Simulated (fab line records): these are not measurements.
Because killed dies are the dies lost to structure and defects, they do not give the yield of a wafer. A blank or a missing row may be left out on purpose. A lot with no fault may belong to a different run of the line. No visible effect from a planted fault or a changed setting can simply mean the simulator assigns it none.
What tool caused it? || flow berkeleyCmos170 || 45 wafers from 15 lots sampled at 4 of the route's 331 steps

WHAT THE GAUGES READ, wafer by wafer
UCB170_NLDD_CD_MEAS_06 targets a cd of 1200 nm. Usual: cdNm 1199.6 nm, standard deviation 1.4.
{"lot": "L788", "measured": "day 7 20:14", "on": "cdSem-01", "cdNm (nm)": "1198.3 1198.7 1198.0", "flag": ""}
{"lot": "L789", "measured": "day 8 00:08", "on": "cdSem-02", "cdNm (nm)": "1199.8 1199.9 1199.7", "flag": ""}
{"lot": "L792", "measured": "day 8 05:42", "on": "cdSem-02", "cdNm (nm)": "1201.6 1200.7 1200.7", "flag": ""}
{"lot": "L791", "measured": "day 8 05:55", "on": "cdSem-02", "cdNm (nm)": "1197.9 1196.9 1197.5", "flag": ""}
{"lot": "L790", "measured": "day 8 05:25", "on": "cdSem-01", "cdNm (nm)": "1201.8 1201.9 1202.2", "flag": ""}
{"lot": "L793", "measured": "day 8 17:58", "on": "cdSem-02", "cdNm (nm)": "1199.4 1198.6 1198.8", "flag": ""}
{"lot": "L801", "measured": "day 10 07:28", "on": "cdSem-02", "cdNm (nm)": "1200.0 1199.6 1201.0", "flag": ""}
{"lot": "L802", "measured": "day 10 07:17", "on": "cdSem-01", "cdNm (nm)": "1199.9 1200.1 1200.2", "flag": ""}
{"lot": "L805", "measured": "day 11 06:19", "on": "cdSem-02", "cdNm (nm)": "1200.0 1199.0 1198.8", "flag": ""}
{"lot": "L806", "measured": "day 11 06:04", "on": "cdSem-01", "cdNm (nm)": "1199.5 1201.1 1201.6", "flag": ""}
{"lot": "L808", "measured": "day 11 06:54", "on": "cdSem-01", "cdNm (nm)": "1200.8 1200.2 1200.6", "flag": ""}
{"lot": "L807", "measured": "day 11 06:38", "on": "cdSem-01", "cdNm (nm)": "1198.8 1198.3 1199.9", "flag": ""}
{"lot": "L809", "measured": "day 12 03:41", "on": "cdSem-01", "cdNm (nm)": "1197.9 1199.9 1198.0", "flag": ""}
{"lot": "L810", "measured": "day 12 03:56", "on": "cdSem-01", "cdNm (nm)": "1197.8 1197.7 1197.4", "flag": ""}
{"lot": "L811", "measured": "day 12 17:28", "on": "cdSem-02", "cdNm (nm)": "1198.7 1199.4 1199.2", "flag": ""}

UCB170_SPACER_THK_MEAS_01. Usual: SPACER_TEOS_THK typically reads 378 nm, with standard deviation 5.3.
{"lot": "L788", "measured": "day 7 21:05", "on": "filmMetro-01", "SPACER_TEOS_THK (nm)": "374 374 379", "flag": ""}
{"lot": "L789", "measured": "day 8 02:03", "on": "filmMetro-02", "SPACER_TEOS_THK (nm)": "378 366 381", "flag": ""}
{"lot": "L792", "measured": "day 8 06:31", "on": "filmMetro-01", "SPACER_TEOS_THK (nm)": "371 379 376", "flag": ""}
{"lot": "L791", "measured": "day 8 06:44", "on": "filmMetro-02", "SPACER_TEOS_THK (nm)": "370 382 384", "flag": ""}
{"lot": "L790", "measured": "day 8 06:15", "on": "filmMetro-03", "SPACER_TEOS_THK (nm)": "378 377 387", "flag": ""}
{"lot": "L793", "measured": "day 8 19:04", "on": "filmMetro-03", "SPACER_TEOS_THK (nm)": "756 756 757", "flag": "OFF"}
{"lot": "L801", "measured": "day 10 08:31", "on": "filmMetro-01", "SPACER_TEOS_THK (nm)": "749 749 761", "flag": "OFF"}
{"lot": "L802", "measured": "day 10 08:20", "on": "filmMetro-02", "SPACER_TEOS_THK (nm)": "762 747 769", "flag": "OFF"}
{"lot": "L805", "measured": "day 11 07:09", "on": "filmMetro-01", "SPACER_TEOS_THK (nm)": "371 379 389", "flag": ""}
{"lot": "L806", "measured": "day 11 06:53", "on": "filmMetro-01", "SPACER_TEOS_THK (nm)": "372 385 380", "flag": ""}
{"lot": "L808", "measured": "day 11 07:49", "on": "filmMetro-01", "SPACER_TEOS_THK (nm)": "367 372 385", "flag": ""}
{"lot": "L807", "measured": "day 11 07:28", "on": "filmMetro-01", "SPACER_TEOS_THK (nm)": "383 375 379", "flag": ""}
{"lot": "L809", "measured": "day 12 04:32", "on": "filmMetro-03", "SPACER_TEOS_THK (nm)": "380 375 387", "flag": ""}
{"lot": "L810", "measured": "day 12 04:46", "on": "filmMetro-03", "SPACER_TEOS_THK (nm)": "385 370 382", "flag": ""}
{"lot": "L811", "measured": "day 12 18:19", "on": "filmMetro-02", "SPACER_TEOS_THK (nm)": "372 374 378", "flag": ""}

EACH LOT AND THE TOOL THAT RAN IT (in order: tool; ch and the chambers of the sampled wafers; start)
{"lot": "L788", "UCB170_PWELL_STRIP_16": "plasmaAsher-02 ch 0,1, day 3 12:37", "UCB170_SPACER_CVD_00": "pecvd-04 ch 0,1,2, day 7 21:02"}
{"lot": "L789", "UCB170_PWELL_STRIP_16": "plasmaAsher-01 ch 0,1, day 3 19:32", "UCB170_SPACER_CVD_00": "pecvd-03 ch 0,1,2, day 8 01:58"}
{"lot": "L792", "UCB170_PWELL_STRIP_16": "plasmaAsher-01 ch 0,1, day 4 05:27", "UCB170_SPACER_CVD_00": "pecvd-04 ch 0,2, day 8 06:27"}
{"lot": "L791", "UCB170_PWELL_STRIP_16": "plasmaAsher-03 ch 0,1, day 4 05:41", "UCB170_SPACER_CVD_00": "pecvd-02 ch 0,2, day 8 06:41"}
{"lot": "L790", "UCB170_PWELL_STRIP_16": "plasmaAsher-03 ch 0,1, day 4 05:58", "UCB170_SPACER_CVD_00": "pecvd-03 ch 0,2, day 8 06:13"}
{"lot": "L793", "UCB170_PWELL_STRIP_16": "plasmaAsher-03 ch 0, day 4 13:29", "UCB170_SPACER_CVD_00": "pecvd-02 ch 0,1,2, day 8 18:49"}
{"lot": "L801", "UCB170_PWELL_STRIP_16": "plasmaAsher-02 ch 0,1, day 6 04:21", "UCB170_SPACER_CVD_00": "pecvd-04 ch 0,2, day 10 08:15"}
{"lot": "L802", "UCB170_PWELL_STRIP_16": "plasmaAsher-02 ch 0,1, day 6 04:54", "UCB170_SPACER_CVD_00": "pecvd-03 ch 0,1, day 10 08:04"}
{"lot": "L805", "UCB170_PWELL_STRIP_16": "plasmaAsher-03 ch 0,1, day 7 07:18", "UCB170_SPACER_CVD_00": "pecvd-03 ch 0,1, day 11 07:07"}
{"lot": "L806", "UCB170_PWELL_STRIP_16": "plasmaAsher-03 ch 0,1, day 7 07:37", "UCB170_SPACER_CVD_00": "pecvd-03 ch 0,1,2, day 11 06:51"}
{"lot": "L808", "UCB170_PWELL_STRIP_16": "plasmaAsher-02 ch 0,1, day 7 14:29", "UCB170_SPACER_CVD_00": "pecvd-03 ch 0,2, day 11 07:46"}
{"lot": "L807", "UCB170_PWELL_STRIP_16": "plasmaAsher-03 ch 0,1, day 7 14:50", "UCB170_SPACER_CVD_00": "pecvd-03 ch 0,1,2, day 11 07:25"}
{"lot": "L809", "UCB170_PWELL_STRIP_16": "plasmaAsher-01 ch 0,1, day 8 04:16", "UCB170_SPACER_CVD_00": "pecvd-04 ch 1,2, day 12 04:29"}
{"lot": "L810", "UCB170_PWELL_STRIP_16": "plasmaAsher-03 ch 0,1, day 8 04:18", "UCB170_SPACER_CVD_00": "pecvd-03 ch 0,1,2, day 12 04:44"}
{"lot": "L811", "UCB170_PWELL_STRIP_16": "plasmaAsher-02 ch 0,1, day 8 16:16", "UCB170_SPACER_CVD_00": "pecvd-02 ch 0,2, day 12 18:17"}
- UCB170_PWELL_STRIP_16: strips in O2.
- UCB170_SPACER_CVD_00: deposits SiO2 from TEOS/O2, target thk 376 nm, time 47 s.

WHAT THE TOOLS THEMSELVES READ (means of the sampled wafers that have a number; where no wafer has one, the mark that the record gives instead)
UCB170_PWELL_STRIP_16. Usual: drypumpMotorCurrentA 5.66 A, standard deviation 0.26; o2FlowSccm 400.1 sccm, standard deviation 1.2; oesProductAu 0.721 a.u., standard deviation 0.0046; stripTimeToEndpointS 18.08 s, standard deviation 0.091.
{"lot": "L788", "tool": "plasmaAsher-02", "drypumpMotorCurrentA (A)": 5.59, "o2FlowSccm (sccm)": 400.2, "oesProductAu (a.u.)": 0.722, "stripTimeToEndpointS (s)": 18.06, "flag": ""}
{"lot": "L789", "tool": "plasmaAsher-01", "drypumpMotorCurrentA (A)": 5.33, "o2FlowSccm (sccm)": 399.7, "oesProductAu (a.u.)": 0.718, "stripTimeToEndpointS (s)": 18.07, "flag": ""}
{"lot": "L792", "tool": "plasmaAsher-01", "drypumpMotorCurrentA (A)": 5.34, "o2FlowSccm (sccm)": 401.5, "oesProductAu (a.u.)": 0.723, "stripTimeToEndpointS (s)": 18.01, "flag": ""}
{"lot": "L791", "tool": "plasmaAsher-03", "drypumpMotorCurrentA (A)": 5.97, "o2FlowSccm (sccm)": 399.3, "oesProductAu (a.u.)": 0.723, "stripTimeToEndpointS (s)": 18.16, "flag": ""}
{"lot": "L790", "tool": "plasmaAsher-03", "drypumpMotorCurrentA (A)": 6.00, "o2FlowSccm (sccm)": 400.6, "oesProductAu (a.u.)": 0.724, "stripTimeToEndpointS (s)": 18.04, "flag": ""}
{"lot": "L793", "tool": "plasmaAsher-03", "drypumpMotorCurrentA (A)": 5.99, "o2FlowSccm (sccm)": 400.0, "oesProductAu (a.u.)": 0.716, "stripTimeToEndpointS (s)": 18.09, "flag": ""}
{"lot": "L801", "tool": "plasmaAsher-02", "drypumpMotorCurrentA (A)": 5.58, "o2FlowSccm (sccm)": 401.0, "oesProductAu (a.u.)": 0.717, "stripTimeToEndpointS (s)": 18.06, "flag": ""}
{"lot": "L802", "tool": "plasmaAsher-02", "drypumpMotorCurrentA (A)": 5.59, "o2FlowSccm (sccm)": 400.3, "oesProductAu (a.u.)": 0.722, "stripTimeToEndpointS (s)": 18.05, "flag": ""}
{"lot": "L805", "tool": "plasmaAsher-03", "drypumpMotorCurrentA (A)": 5.97, "o2FlowSccm (sccm)": 400.0, "oesProductAu (a.u.)": 0.716, "stripTimeToEndpointS (s)": 17.99, "flag": ""}
{"lot": "L806", "tool": "plasmaAsher-03", "drypumpMotorCurrentA (A)": 5.97, "o2FlowSccm (sccm)": 398.5, "oesProductAu (a.u.)": 0.723, "stripTimeToEndpointS (s)": 18.12, "flag": ""}
{"lot": "L808", "tool": "plasmaAsher-02", "drypumpMotorCurrentA (A)": 5.54, "o2FlowSccm (sccm)": 400.9, "oesProductAu (a.u.)": 0.722, "stripTimeToEndpointS (s)": 18.01, "flag": ""}
{"lot": "L807", "tool": "plasmaAsher-03", "drypumpMotorCurrentA (A)": 5.97, "o2FlowSccm (sccm)": 399.8, "oesProductAu (a.u.)": 0.723, "stripTimeToEndpointS (s)": 18.15, "flag": ""}
{"lot": "L809", "tool": "plasmaAsher-01", "drypumpMotorCurrentA (A)": 5.34, "o2FlowSccm (sccm)": 398.9, "oesProductAu (a.u.)": 0.721, "stripTimeToEndpointS (s)": 18.11, "flag": ""}
{"lot": "L810", "tool": "plasmaAsher-03", "drypumpMotorCurrentA (A)": 5.99, "o2FlowSccm (sccm)": 400.1, "oesProductAu (a.u.)": 0.721, "stripTimeToEndpointS (s)": 18.03, "flag": ""}
{"lot": "L811", "tool": "plasmaAsher-02", "drypumpMotorCurrentA (A)": 5.57, "o2FlowSccm (sccm)": 400.1, "oesProductAu (a.u.)": 0.719, "stripTimeToEndpointS (s)": 18.08, "flag": ""}

UCB170_SPACER_CVD_00. Usual: heaterPowerW 264 W, standard deviation 46.
{"lot": "L788", "tool": "pecvd-04", "heaterPowerW (W)": 262, "flag": ""}
{"lot": "L789", "tool": "pecvd-03", "heaterPowerW (W)": 257, "flag": ""}
{"lot": "L792", "tool": "pecvd-04", "heaterPowerW (W)": 295, "flag": ""}
{"lot": "L791", "tool": "pecvd-02", "heaterPowerW (W)": 296, "flag": ""}
{"lot": "L790", "tool": "pecvd-03", "heaterPowerW (W)": 260, "flag": ""}
{"lot": "L793", "tool": "pecvd-02", "heaterPowerW (W)": 257, "flag": ""}
{"lot": "L801", "tool": "pecvd-04", "heaterPowerW (W)": 241, "flag": ""}
{"lot": "L802", "tool": "pecvd-03", "heaterPowerW (W)": 306, "flag": ""}
{"lot": "L805", "tool": "pecvd-03", "heaterPowerW (W)": 292, "flag": ""}
{"lot": "L806", "tool": "pecvd-03", "heaterPowerW (W)": 236, "flag": ""}
{"lot": "L808", "tool": "pecvd-03", "heaterPowerW (W)": 268, "flag": ""}
{"lot": "L807", "tool": "pecvd-03", "heaterPowerW (W)": 273, "flag": ""}
{"lot": "L809", "tool": "pecvd-04", "heaterPowerW (W)": 284, "flag": ""}
{"lot": "L810", "tool": "pecvd-03", "heaterPowerW (W)": 257, "flag": ""}
{"lot": "L811", "tool": "pecvd-02", "heaterPowerW (W)": 266, "flag": ""}

THE ANSWER, worked out from the rows above alone
Rule: take the mean of a lot's wafers that have a number; if it is more than 3 standard deviations from the usual mean, the lot is off. Also off: a lot with no number at a reading for which 4 or more lots have one. All remaining lots with rows at the step are treated as sound. The gauges are gone through in route order, then the tools' own readings, and for those a lot's mean is taken as printed above. The first step at which some lot is off is used, and at that step the reading that is off furthest; a lot without a number counts as furthest.
Off: at UCB170_SPACER_THK_MEAS_01 (SPACER_TEOS_THK), L793, L801, L802.
A tool fits if, at a process step before that reading, it ran every lot that is off, and no sound lot after the first of them. The gauges at UCB170_SPACER_THK_MEAS_01 are tried like those tools. Of those tried, none fits.

WHAT WAS PUT IN BY THE SIMULATOR
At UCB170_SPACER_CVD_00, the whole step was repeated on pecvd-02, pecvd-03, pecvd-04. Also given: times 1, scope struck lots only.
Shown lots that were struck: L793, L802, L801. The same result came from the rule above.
